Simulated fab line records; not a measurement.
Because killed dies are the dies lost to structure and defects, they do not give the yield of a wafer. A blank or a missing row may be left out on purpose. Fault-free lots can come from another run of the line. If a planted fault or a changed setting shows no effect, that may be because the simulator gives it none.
8D (eight disciplines) problem report, filled in by code | flow berkeley cmos170 | the parts of the form that need people (team, actions taken, sign-off) are left out

== 1. THE ISSUE ==
V1_TEOS_THK at UCB170_V1_THK_MEAS_01 reads a mean of 1822 nm on 2 wafers of 2 lots; wafers without a fault read 1998 nm with a standard deviation of 24. That is -7.3 standard deviations from the usual mean.
First seen on wafer L711.3, day 8 08:41, on film metro-01. At this step, 42 wafers from 14 lots have a number in the record. Rule for "out" (also "out of limits"): further than 4 standard deviations from the usual mean. All remaining wafers that have a number are taken as sound.

== 2. WHAT IT IS, WHAT IT ISN'T ==
question                    | is               | is not
which readings at this step | V1_TEOS_THK      | -
which lots                  | L711, L714       | L709, L710, L713, L717, L720, L721, L723, L724, L725, L726, L727, L728
which wafers of those lots  | L711.3, L714.3   | L711.1, L711.4, L714.2, L714.5
read on which gauges        | film metro-01    | film metro-02, film metro-04
when                        | from day 8 08:41 | up to then (8 sound wafers); but 32 sound wafers of L713, L714, L717, L720, L721, L723, L724, L725, L726, L727, L728 came after

== 3. WHAT RULES OUT EACH SUSPECT ==
Counting: any tool at a process step up to the reading remains a suspect provided it ran every lot that is out. Sound lots after the first of them don't rule it out here, since some wafers of a struck lot are sound.
- the gauge at UCB170_V1_THK_MEAS_01: kept. All the wafers that are out were read on film metro-01, and no step on other tools shows them out.
- pecvd-03 at UCB170_V1_CVD_00 (deposits SiO2 from TEOS/O2, target thk 2000 nm, time 250 s): kept. Every lot that is out went through it, the first being L711 (day 8 08:27); the last sound lot it ran before that was L710 (day 8 05:02).
- At UCB170_V1_CVD_00 on pecvd-03, chamber 0 took the sound wafers of the same lots and chamber 1 took the wafers that are out.
After counting, pecvd-03 at UCB170_V1_CVD_00 and film metro-01 at UCB170_V1_THK_MEAS_01 remain.

== 4. THE CAUSE (what the simulator had put in) ==
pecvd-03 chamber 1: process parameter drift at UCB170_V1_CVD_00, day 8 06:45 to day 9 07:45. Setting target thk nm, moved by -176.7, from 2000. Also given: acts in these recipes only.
Counting left 2 suspects, and this tool is among them.

== 5. THE CHAIN OF EFFECTS, in route order ==
One row per reading whose mean, taken over the struck wafers that have a number, lies over 3 standard deviations from the usual. Readings are gone through only where the record gives a usual standard deviation; hours: the median, over the lots, of the time from a lot's start at the first step in this table giving one to that lot's start at this step; sigmas: the change measured in usual standard deviations.
hours | step                  | reading     | usual   | on struck wafers | change | sigmas
0     | UCB170_V1_THK_MEAS_01 | V1_TEOS_THK | 1998 nm | 1822             | -176   | -7.3
Later measuring or inspecting steps at which every struck wafer that the step has a row for has a number for every such reading, and none has moved that far: UCB170_M3_THK_MEAS_03, UCB170_M3_CD_MEAS_90.

== 6. HOW IT WOULD HAVE BEEN CAUGHT EARLIER ==
2 hours passed between the start of the fault at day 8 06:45 and the first reading out of limits at a measuring or inspecting step in this record, taken at day 8 08:41.
Tool readings at UCB170_V1_CVD_00 with a usual standard deviation given in the record: none out on any struck wafer, hence no alarm at a limit of 4 standard deviations on them.
Lots out: 2; of these, L714 started UCB170_V1_CVD_00 on pecvd-03 after day 8 08:41. Had the tool been put on hold then, it would have been spared.
